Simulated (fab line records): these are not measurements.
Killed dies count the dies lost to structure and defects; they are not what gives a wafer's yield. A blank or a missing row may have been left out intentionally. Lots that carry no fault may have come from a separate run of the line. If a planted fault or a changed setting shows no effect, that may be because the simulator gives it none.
fab line records | flow ritCmos
record lots=6 | wafers=16 | lastDay=7
route steps=202 shown GATE@83
lots that met no fault: from a run of the same line without faults
startH: hours from the record's first day to the start of the lot's first wafer shown | waitH: hours elapsed since this lot's preceding step | " unchanged from the row above | L1.1+2: one row covering several wafers at once | - either no value or no given start | * or withheld: withheld | < > ~ a bound
route shown NAME@n: a module of which the file shows steps, and the number in the route of the first | usual: mean/standard deviation of fault-free wafers | same: alike in all rows | chamber/n: place in a boat | sites: the reading at each site | _std_site: the standard deviation of these | _edge_site: inner sites' mean taken away from outer sites' mean | radiusMm: for every site, how far away it sits from the centre of the wafer | mask NAME#n: copy n | behind: the most recent tool/chamber to have shaped the wafer | hold: what put the lot on hold/how long, in hours/how the hold closed | device: names the non-switching transistor (n, p or np) | end of line: tests of these same wafers at the route's end | step lacking rows: just its recipe | killed: not the wafer's yield, but the dies lost to structure and defects at the first sort | map: the dies of a wafer, with x for killed, . for not killed, _ for no die there
set.NAME: the setting the step ran with; set.NAME@STEP: the setting that earlier step ran with | model.NAME: the simulator's own value behind a step, which no gauge read
certain route steps with their lots: each step a table, each wafer a row
services: when a tool's chamber went out of use (startH, in hours from the record's first day, below 0 if earlier), for how many hours, and the reason
## steps
# step RIT_GATE_THK_MEAS_07
# recipe reads=SiO2_of_GATE_OXIDATION_05
# usual GATE_OXIDE_THK=3.00/0.069
lot.wafer | tool         | chamber | startH | waitH | GATE_OXIDE_THK[nm]
L778.3    | filmMetro-03 | -       | 51.55  | 0.0   | 3.02
L778.4    | "            | -       | "      | "     | 3.04
L778.6    | "            | -       | "      | "     | 3.02
L789.2    | filmMetro-01 | -       | 104.77 | 0.0   | 2.91
L789.4    | "            | -       | "      | "     | 2.98
L789.5    | "            | -       | "      | "     | 3.02
L791.3    | filmMetro-01 | -       | 114.38 | 0.0   | 3.03
L793.2    | filmMetro-01 | -       | 125.46 | 0.0   | 2.97
L793.3    | "            | -       | "      | "     | 2.96
L793.4    | "            | -       | "      | "     | 3.02
L794.1    | filmMetro-01 | -       | 130.39 | 0.0   | 3.10
L794.3    | "            | -       | "      | "     | 3.09
L794.4    | "            | -       | "      | "     | 3.05
L796.2    | filmMetro-01 | -       | 138.52 | 0.0   | 2.96
L796.3    | "            | -       | "      | "     | 3.06
L796.6    | "            | -       | "      | "     | 3.01
# step RIT_GATE_CVD_08
# recipe material=poly-Si | targetThkNm=250 | tempC=610 | precursor=SiH4 | timeS=2220 | pressureMtorr=300 | sih4FlowSccm=100
# step RIT_GATE_THK_MEAS_09
# recipe reads=poly-Si_of_GATE_CVD_08
# usual GATE_POLY_THK=250.2/2
lot.wafer | tool         | chamber | startH | waitH | GATE_POLY_THK[nm]
L778.3    | filmMetro-02 | -       | 54.03  | 0.0   | 245.5
L778.4    | "            | -       | "      | "     | 248.1
L778.6    | "            | -       | "      | "     | 247.9
L789.2    | filmMetro-02 | -       | 106.45 | 0.0   | 246.9
L789.4    | "            | -       | "      | "     | 248.7
L789.5    | "            | -       | "      | "     | 247.6
L791.3    | filmMetro-02 | -       | 116.06 | 0.0   | 251.0
L793.2    | filmMetro-02 | -       | 127.13 | 0.0   | 250.2
L793.3    | "            | -       | "      | "     | 251.4
L793.4    | "            | -       | "      | "     | 253.3
L794.1    | filmMetro-02 | -       | 132.07 | 0.0   | 251.4
L794.3    | "            | -       | "      | "     | 251.5
L794.4    | "            | -       | "      | "     | 249.9
L796.2    | filmMetro-02 | -       | 140.20 | 0.0   | 245.1
L796.3    | "            | -       | "      | "     | 247.1
L796.6    | "            | -       | "      | "     | 246.4
# step RIT_GATE_HMDS_10
# recipe primeTimeS=60 | primeTempC=140
# step RIT_GATE_COAT_11
# recipe resist=NOVOLAK | spinRpm=4250 | resistThkNm=850
# step RIT_GATE_SOFTBAKE_12
# recipe resist=NOVOLAK | tempC=90 | timeS=60
# step RIT_GATE_EXPOSE_13
# recipe maskId=M6 | na=0.6 | sourceShape=conventional | sigmaOuter=0.6 | targetCdNm=150 | doseMj=380
# step RIT_GATE_PEB_14
# recipe resist=NOVOLAK | tempC=withheld | timeS=withheld
# step RIT_GATE_DEVELOP_15
# recipe resist=NOVOLAK | developTimeS=50 | devTempC=23
# step RIT_GATE_CD_MEAS_16
# recipe targetCdNm=150
# usual cdNm=150.9/2.5
lot.wafer | tool     | chamber | startH | waitH | cdNm
L778.3    | cdSem-02 | -       | 54.96  | -     | 147.6
L778.4    | "        | -       | "      | "     | 148.6
L778.6    | "        | -       | "      | "     | 150.2
L789.2    | cdSem-02 | -       | 107.57 | -     | 155.8
L789.4    | "        | -       | "      | "     | 157.6
L789.5    | "        | -       | "      | "     | 155.6
L791.3    | cdSem-01 | -       | 116.99 | -     | 155.9
L793.2    | cdSem-02 | -       | 128.05 | -     | 150.3
L793.3    | "        | -       | "      | "     | 151.1
L793.4    | "        | -       | "      | "     | 149.2
L794.1    | cdSem-01 | -       | 133.10 | -     | 154.9
L794.3    | "        | -       | "      | "     | 152.1
L794.4    | "        | -       | "      | "     | 152.7
L796.2    | cdSem-01 | -       | 141.12 | -     | 149.1
L796.3    | "        | -       | "      | "     | 149.8
L796.6    | "        | -       | "      | "     | 152.2
# step RIT_GATE_OVL_MEAS_17
# usual GATE_OVL=0.1/1.8
lot.wafer | tool       | chamber | startH | waitH | GATE_OVL[nm]
L778.3    | overlay-02 | -       | 55.06  | 0.1   | 0.1
L778.4    | "          | -       | "      | "     | -0.9
L778.6    | "          | -       | "      | "     | -0.2
L789.2    | overlay-01 | -       | 107.68 | 0.1   | -0.6
L789.4    | "          | -       | "      | "     | -1.5
L789.5    | "          | -       | "      | "     | -0.2
L791.3    | overlay-01 | -       | 117.08 | 0.1   | -0.3
L793.2    | overlay-01 | -       | 128.16 | 0.1   | 3.0
L793.3    | "          | -       | "      | "     | 3.2
L793.4    | "          | -       | "      | "     | 2.2
L794.1    | overlay-02 | -       | 133.22 | 0.1   | -2.0
L794.3    | "          | -       | "      | "     | -0.4
L794.4    | "          | -       | "      | "     | -0.8
L796.2    | overlay-02 | -       | 141.23 | 0.1   | 0.3
L796.3    | "          | -       | "      | "     | 0.5
L796.6    | "          | -       | "      | "     | 1.9
# step RIT_GATE_HARDBAKE_18
# recipe resist=NOVOLAK | tempC=140 | timeS=60
# step RIT_GATE_ETCH_19
# recipe chemistry=SF6/CHF3/O2 | timeS=165 | SF6_flow_sccm=30 | CHF3_flow_sccm=30 | O2_flow_sccm=5 | target=poly-Si | pressureMtorr=40 | rfW=160 | targetDepthA=3125 | overEtchFrac=0.25 | stopOn=SiO2
# usual drypumpMotorCurrentA=5.41/0.29 | oesProductAu=0.854/0.012 | runLengthS=193.1/0.4 | throttleValvePct=10.25/0.089
lot.wafer | tool     | chamber | startH | waitH | drypumpMotorCurrentA | oesProductAu | rfHoursCounterH | runLengthS | throttleValvePct | model.NOVOLAK_of_GATE_COAT_11.thkNm | model.GATE.featureDepthNm | model.etch.depthNm
L778.3    | rieSi-01 | 2       | 55.42  | 0.1   | 5.36                 | 0.860        | 24              | 193.2      | 10.17            | 673.1                               | 245.7                     | 245.7
L778.4    | "        | 1       | "      | "     | 5.49                 | 0.840        | 122             | 192.6      | 10.41            | 669.9                               | 248.1                     | 248.1
L778.6    | "        | 2       | "      | "     | 5.38                 | 0.855        | -               | 192.6      | 10.14            | 671.4                               | 247.8                     | 247.8
L789.2    | rieSi-02 | 2       | 107.86 | 0.1   | 5.66                 | 0.859        | 66              | 193.4      | 10.35            | 674.1                               | 246.9                     | 246.9
L789.4    | "        | 1       | "      | "     | 5.33                 | 0.846        | -               | 193.6      | 10.19            | 672.2                               | 248.6                     | 248.6
L789.5    | "        | 2       | "      | "     | 5.64                 | 0.863        | -               | 192.9      | 10.35            | 673.2                               | 247.5                     | 247.5
L791.3    | rieSi-02 | 3       | 117.26 | 0.1   | 5.53                 | 1.032        | 0               | 151.8      | 10.13            | 692                                 | 234.4                     | 234.4
L793.2    | rieSi-02 | 2       | 128.34 | 0.1   | 5.66                 | 0.867        | 66              | 193.1      | 10.37            | 671.6                               | 250.1                     | 250.1
L793.3    | "        | 3       | "      | "     | 5.58                 | 1.028        | 0               | 152.1      | 10.14            | 693.5                               | 233.3                     | 233.3
L793.4    | "        | 1       | "      | "     | 5.33                 | 0.862        | 3               | 193.4      | 10.19            | 670.9                               | 253.1                     | 253.1
L794.1    | rieSi-01 | 3       | 133.41 | 0.1   | 5.26                 | 0.859        | 72              | 193.1      | 10.27            | 666.9                               | 251.2                     | 251.2
L794.3    | "        | 0       | "      | "     | 4.81                 | 0.860        | 67              | 192.5      | 10.21            | 665.5                               | 251.4                     | 251.4
L794.4    | "        | 2       | "      | "     | 5.37                 | 0.869        | 25              | 192.7      | 10.17            | 670.6                               | 249.7                     | 249.7
L796.2    | rieSi-01 | 2       | 141.41 | 0.1   | 5.37                 | 0.850        | 25              | 192.5      | 10.18            | 670.9                               | 245                       | 245
L796.3    | "        | 3       | "      | "     | 5.24                 | 0.838        | 72              | 193.3      | 10.28            | 670.5                               | 247                       | 247
L796.6    | "        | 1       | "      | "     | 5.47                 | 0.846        | -               | 192.4      | 10.40            | 673.1                               | 246.5                     | 246.5
# step RIT_GATE_STRIP_20
# recipe chemistry=O2 | timeS=180 | resist=NOVOLAK | platenTempC=withheld | powerW=500 | pressureMtorr=4000 | o2FlowSccm=4000
# usual drypumpMotorCurrentA=5.69/0.27
lot.wafer | tool           | chamber | startH | waitH | drypumpMotorCurrentA | rfHoursCounterH
L778.3    | plasmaAsher-04 | 1       | 55.58  | 0.1   | 5.69                 | -
L778.4    | "              | 0       | "      | "     | 5.98                 | -
L778.6    | "              | 0       | "      | "     | 5.98                 | -
L789.2    | plasmaAsher-04 | 1       | 107.97 | 0.1   | 5.66                 | 50
L789.4    | "              | 0       | "      | "     | 5.99                 | -
L789.5    | "              | 0       | "      | "     | 5.99                 | -
L791.3    | plasmaAsher-02 | 1       | 117.42 | 0.1   | 5.90                 | -
L793.2    | plasmaAsher-04 | 0       | 128.45 | 0.1   | 5.98                 | 1
L793.3    | "              | 1       | "      | "     | 5.67                 | -
L793.4    | "              | 0       | "      | "     | 6.01                 | -
L794.1    | plasmaAsher-02 | 1       | 133.52 | 0.1   | 5.89                 | 37
L794.3    | "              | 1       | "      | "     | 5.92                 | -
L794.4    | "              | 0       | "      | "     | 5.29                 | -
L796.2    | plasmaAsher-03 | 1       | 141.51 | 0.1   | 5.94                 | 49
L796.3    | "              | 0       | "      | "     | 5.44                 | -
L796.6    | "              | 1       | "      | "     | 5.92                 | -
## services
tool           | chamber | startH | hours | kind
rieSi-02       | 0       | 32.10  | 32.8  | repair
rieSi-01       | 0       | 43.93  | 6.8   | repair
rieSi-02       | 1       | 65.82  | 4.9   | repair
rieSi-01       | 2       | 86.25  | 22.7  | repair
rieSi-02       | 3       | 94.46  | -     | clean
rieSi-02       | 3       | 94.46  | 22.3  | scheduledDown
rieSi-02       | 3       | 94.46  | 22.3  | ventCycle
plasmaAsher-04 | -       | 108.75 | 9.0   | pm
plasmaAsher-04 | 0       | 108.75 | 9.0   | ventCycle
plasmaAsher-04 | 1       | 108.75 | 9.0   | ventCycle
plasmaAsher-04 | 0       | 117.75 | -     | clean
plasmaAsher-04 | 1       | 117.75 | -     | clean
## key
firstSign step=RIT_GATE_ETCH_19 | reading=runLengthS | direction=down | sigmas=99+ | usual=* | struck=*
effect step=RIT_GATE_ETCH_19 | reading=oesProductAu | direction=up | sigmas=15 | usual=0.854 | struck=1.030
modelEffect step=RIT_GATE_ETCH_19 | value=NOVOLAK_of_GATE_COAT_11.thkNm | without=672.2 | struck=692.8
metAt RIT_GATE_ETCH_19
struckWafers L791.3,L793.3
rowsEnd L791.3
laterRowsLeftOut L793.3
sortLeftOut L793.3
testerLeftOut L793
fault kind=processParameterDrift | tool=rieSi-02 | chamber=3 | onsetH=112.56 | steps=RIT_GATE_ETCH_19 | channel=timeS | offset=* | shape=step | endH=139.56 | stated=*
# testerLeftOut: of these lots the tester's yield and bins aren't shown, on N5 and GAA mostly nor the transistor test; their killed dies are dies lost to structure and defects alone, not to doping, threshold or leakage, so they don't give the yield
# sortLeftOut: the simulated sort isn't trusted on such a fault, so these wafers' sort isn't shown, and their yield isn't known
# laterRowsLeftOut: the simulator's readings of these wafers behind a module that went badly wrong aren't trusted and aren't shown, but for the sort
# rowsEnd: these wafers met a further fault down the route, and their rows from its step on are left out
